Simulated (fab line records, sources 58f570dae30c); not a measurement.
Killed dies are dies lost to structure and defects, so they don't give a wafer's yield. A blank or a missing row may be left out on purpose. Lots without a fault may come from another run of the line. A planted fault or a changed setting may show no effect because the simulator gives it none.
Which tool did it? | flow berkeley_cmos170 | 15 lots, 45 wafers sampled, at 6 steps of a route of 331

WHAT THE GAUGES READ, wafer by wafer
UCB170_WELLDRIVE_THK_MEAS_02. Usual: WELLDRIVE_OXIDE_THK 199 nm, standard deviation 3.6.
lot  | measured    | on            | WELLDRIVE_OXIDE_THK (nm) | flag
L534 | day 3 12:10 | film_metro-04 | 200 201 197              |
L537 | day 4 01:02 | film_metro-02 | 200 201 202              |
L536 | day 4 01:07 | film_metro-01 | 204 206 204              |
L538 | day 4 11:02 | film_metro-02 | 205 203 201              |
L539 | day 4 18:42 | film_metro-04 | 199 197 200              |
L541 | day 5 06:11 | film_metro-04 | 199 201 199              |
L542 | day 5 11:53 | film_metro-01 | 194 198 195              |
L543 | day 5 11:53 | film_metro-02 | 198 195 199              |
L544 | day 5 22:47 | film_metro-01 | 202 200 204              |
L546 | day 6 07:20 | film_metro-01 | 204 201 206              |
L547 | day 6 12:30 | film_metro-02 | 198 198 200              |
L548 | day 6 17:20 | film_metro-04 | 201 197 200              |
L549 | day 7 01:12 | film_metro-02 | 199 199 199              |
L555 | day 8 00:30 | film_metro-01 | 198 195 193              |
L556 | day 8 10:01 | film_metro-01 | 196 196 200              |

UCB170_ACTIVE_THK_MEAS_06. Usual: ACTIVE_NITRIDE_THK 220.5 nm, standard deviation 2.4.
lot  | measured    | on            | ACTIVE_NITRIDE_THK (nm) | flag
L534 | day 4 07:35 | film_metro-01 | 223.0 220.0 224.2       |
L537 | day 4 12:04 | film_metro-01 | 216.4 215.6 216.8       |
L536 | day 4 12:04 | film_metro-04 | 220.3 220.5 219.0       |
L538 | day 5 05:18 | film_metro-04 | 219.7 219.5 219.2       |
L539 | day 5 17:41 | film_metro-04 | 219.2 218.8 219.3       |
L541 | day 6 01:43 | film_metro-04 | 219.2 219.0 219.2       |
L542 | day 6 01:41 | film_metro-01 | 218.9 217.2 217.1       |
L543 | day 6 01:41 | film_metro-03 | 221.8 222.3 222.1       |
L544 | day 6 10:46 | film_metro-03 | 220.7 222.5 220.3       |
L546 | day 6 22:28 | film_metro-04 | 219.9 223.4 222.4       |
L547 | day 6 22:31 | film_metro-03 | 220.0 219.4 218.6       |
L548 | day 7 06:08 | film_metro-03 | 217.8 216.6 217.9       |
L549 | day 7 14:49 | film_metro-01 | 216.3 216.7 219.3       |
L555 | day 8 17:36 | film_metro-04 | 218.8 217.0 219.6       |
L556 | day 9 06:14 | film_metro-04 | 223.7 224.0 221.8       |

UCB170_FIELD_THK_MEAS_90. Usual: FIELD_OXIDE_LEFT_1_THK 445 nm, standard deviation 8.8.
lot  | measured     | on            | FIELD_OXIDE_LEFT_1_THK (nm) | flag
L534 | day 4 23:04  | film_metro-02 | 470 452 449                 |
L537 | day 5 08:25  | film_metro-03 | 450 448 451                 |
L536 | day 5 08:29  | film_metro-01 | 452 443 436                 |
L538 | day 6 04:43  | film_metro-03 | 441 453 449                 |
L539 | day 6 08:37  | film_metro-02 | 428 432 435                 |
L541 | day 6 15:44  | film_metro-03 | 435 439 432                 |
L542 | day 6 15:40  | film_metro-02 | 446 446 442                 |
L543 | day 6 15:38  | film_metro-01 | 451 445 438                 |
L544 | day 7 04:31  | film_metro-01 | 476 477 480                 | OFF
L546 | day 7 15:03  | film_metro-02 | 433 446 438                 |
L547 | day 7 15:02  | film_metro-03 | 431 440 431                 |
L548 | day 8 00:30  | film_metro-02 | 482 483 484                 | OFF
L549 | day 8 05:40  | film_metro-03 | 492 492 484                 | OFF
L555 | day 9 10:52  | film_metro-03 | 449 454 450                 |
L556 | day 10 00:49 | film_metro-02 | 429 431 430                 |

UCB170_SCREENOX_THK_MEAS_02. Usual: SCREENOX_OXIDE_THK 14.19 nm, standard deviation 0.24.
lot  | measured     | on            | SCREENOX_OXIDE_THK (nm) | flag
L534 | day 5 17:24  | film_metro-03 | 13.90 13.88 13.73       |
L537 | day 5 17:28  | film_metro-03 | 14.15 14.14 14.11       |
L536 | day 5 17:28  | film_metro-01 | 14.08 14.15 14.12       |
L538 | day 6 14:10  | film_metro-01 | 14.39 14.32 14.30       |
L539 | day 6 17:20  | film_metro-03 | 14.42 14.41 14.41       |
L541 | day 7 01:20  | film_metro-04 | 14.76 14.66 14.29       |
L542 | day 7 01:22  | film_metro-01 | 14.42 14.43 14.23       |
L543 | day 7 01:19  | film_metro-01 | 14.26 14.31 14.23       |
L544 | day 7 11:01  | film_metro-01 | 14.50 14.26 14.71       |
L546 | day 7 22:38  | film_metro-03 | 13.96 14.16 13.98       |
L547 | day 7 22:39  | film_metro-01 | 14.01 13.83 13.73       |
L548 | day 8 07:02  | film_metro-01 | 14.07 14.22 14.39       |
L549 | day 8 18:43  | film_metro-01 | 13.82 13.80 14.12       |
L555 | day 9 22:06  | film_metro-03 | 14.17 14.12 13.99       |
L556 | day 10 12:08 | film_metro-03 | 14.50 14.57 14.60       |

UCB170_FIELD_THK_MEAS_91. Usual: FIELD_OXIDE_LEFT_2_THK 357 nm, standard deviation 9.
lot  | measured     | on            | FIELD_OXIDE_LEFT_2_THK (nm) | flag
L534 | day 6 04:46  | film_metro-02 | 382 364 361                 |
L537 | day 6 06:11  | film_metro-01 | 361 360 362                 |
L536 | day 6 06:11  | film_metro-02 | 362 354 348                 |
L538 | day 6 18:25  | film_metro-03 | 353 365 361                 |
L539 | day 6 23:23  | film_metro-02 | 340 344 347                 |
L541 | day 7 12:42  | film_metro-02 | 347 352 344                 |
L542 | day 7 13:07  | film_metro-02 | 359 358 355                 |
L543 | day 7 12:23  | film_metro-02 | 364 357 349                 |
L544 | day 7 16:54  | film_metro-01 | 387 389 392                 | OFF
L546 | day 8 05:45  | film_metro-02 | 344 357 349                 |
L547 | day 8 08:06  | film_metro-01 | 343 352 343                 |
L548 | day 8 14:11  | film_metro-03 | 393 395 395                 | OFF
L549 | day 9 01:22  | film_metro-02 | 403 404 395                 | OFF
L555 | day 10 05:49 | film_metro-02 | 361 365 362                 |
L556 | day 10 21:20 | film_metro-01 | 338 341 340                 |

WHICH TOOL RAN EACH LOT (tool, then ch and the chambers of the sampled wafers, then the start)
lot  | UCB170_FIELD_WET_ETCH_06
L534 | wet_bench-02 ch 0, day 4 23:02
L537 | wet_bench-02 ch 0, day 5 08:20
L536 | wet_bench-02 ch 2, day 5 08:20
L538 | wet_bench-03 ch 1, day 6 04:41
L539 | wet_bench-04 ch 2, day 6 08:36
L541 | wet_bench-03 ch 0, day 6 15:38
L542 | wet_bench-03 ch 0, day 6 15:38
L543 | wet_bench-03 ch 0, day 6 15:38
L544 | wet_bench-03 ch 0, day 7 04:29
L546 | wet_bench-02 ch 3, day 7 15:01
L547 | wet_bench-02 ch 1, day 7 15:01
L548 | wet_bench-03 ch 2, day 8 00:28
L549 | wet_bench-03 ch 0, day 8 05:38
L555 | wet_bench-04 ch 2, day 9 10:52
L556 | wet_bench-02 ch 3, day 10 00:46
- UCB170_FIELD_WET_ETCH_06: etches SiO2 in BOE, time 22 s.

WHAT THE TOOLS THEMSELVES READ (means of the sampled wafers that have a number; where no wafer has one, the mark that the record gives instead)
UCB170_FIELD_WET_ETCH_06. Usual: run_length_s 50.5 s, standard deviation 2.4.
lot  | tool         | run_length_s (s) | flag
L534 | wet_bench-02 | 53.4             |
L537 | wet_bench-02 | 53.1             |
L536 | wet_bench-02 | 53.2             |
L538 | wet_bench-03 | 54.4             |
L539 | wet_bench-04 | 54.2             |
L541 | wet_bench-03 | 49.3             |
L542 | wet_bench-03 | 49.5             |
L543 | wet_bench-03 | 49.2             |
L544 | wet_bench-03 | 34.7             | OFF
L546 | wet_bench-02 | 47.6             |
L547 | wet_bench-02 | 48.4             |
L548 | wet_bench-03 | 38.8             | OFF
L549 | wet_bench-03 | 33.9             | OFF
L555 | wet_bench-04 | 48.6             |
L556 | wet_bench-02 | 47.1             |

THE ANSWER, worked out from the rows above alone
Rule: a lot is off if the mean of its wafers that have a number lies more than 3 standard deviations from the usual mean. A lot without any number at a reading at which 4 lots or more have one is off too. The other lots that the step has rows for count as sound. The gauges are gone through in route order, then the tools' own readings, and for those a lot's mean is taken as printed above. The first step at which some lot is off is used, and at that step the reading that is off furthest; a lot without a number counts as furthest.
Off: L544, L548, L549, at UCB170_FIELD_THK_MEAS_90 (FIELD_OXIDE_LEFT_1_THK).
A tool fits if, at a process step before that reading, it ran every lot that is off, and no sound lot after the first of them. The gauges at UCB170_FIELD_THK_MEAS_90 aren't tried: what is off there is off at UCB170_FIELD_WET_ETCH_06 too, on other tools, and a gauge's error can't cause that. One fits: wet_bench-03 at UCB170_FIELD_WET_ETCH_06. Its last sound lot is L541 (day 6 15:38), its first lot that is off L544 (day 7 04:29): a fault that began between those two fits.
The tool's own readings at UCB170_FIELD_WET_ETCH_06 bear it out: on the lots that are off they differ by more than 5 times the standard deviation of the sound lots' means. run_length_s reads 35.8 s there against 50.7 s on the sound lots.

WHAT THE SIMULATOR HAD PUT IN
Process parameter drift: wet_bench-03, from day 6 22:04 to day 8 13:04, at UCB170_FIELD_WET_ETCH_06. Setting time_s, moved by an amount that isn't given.
Lots struck among those shown: L544, L548, L549. The rule above found the same.
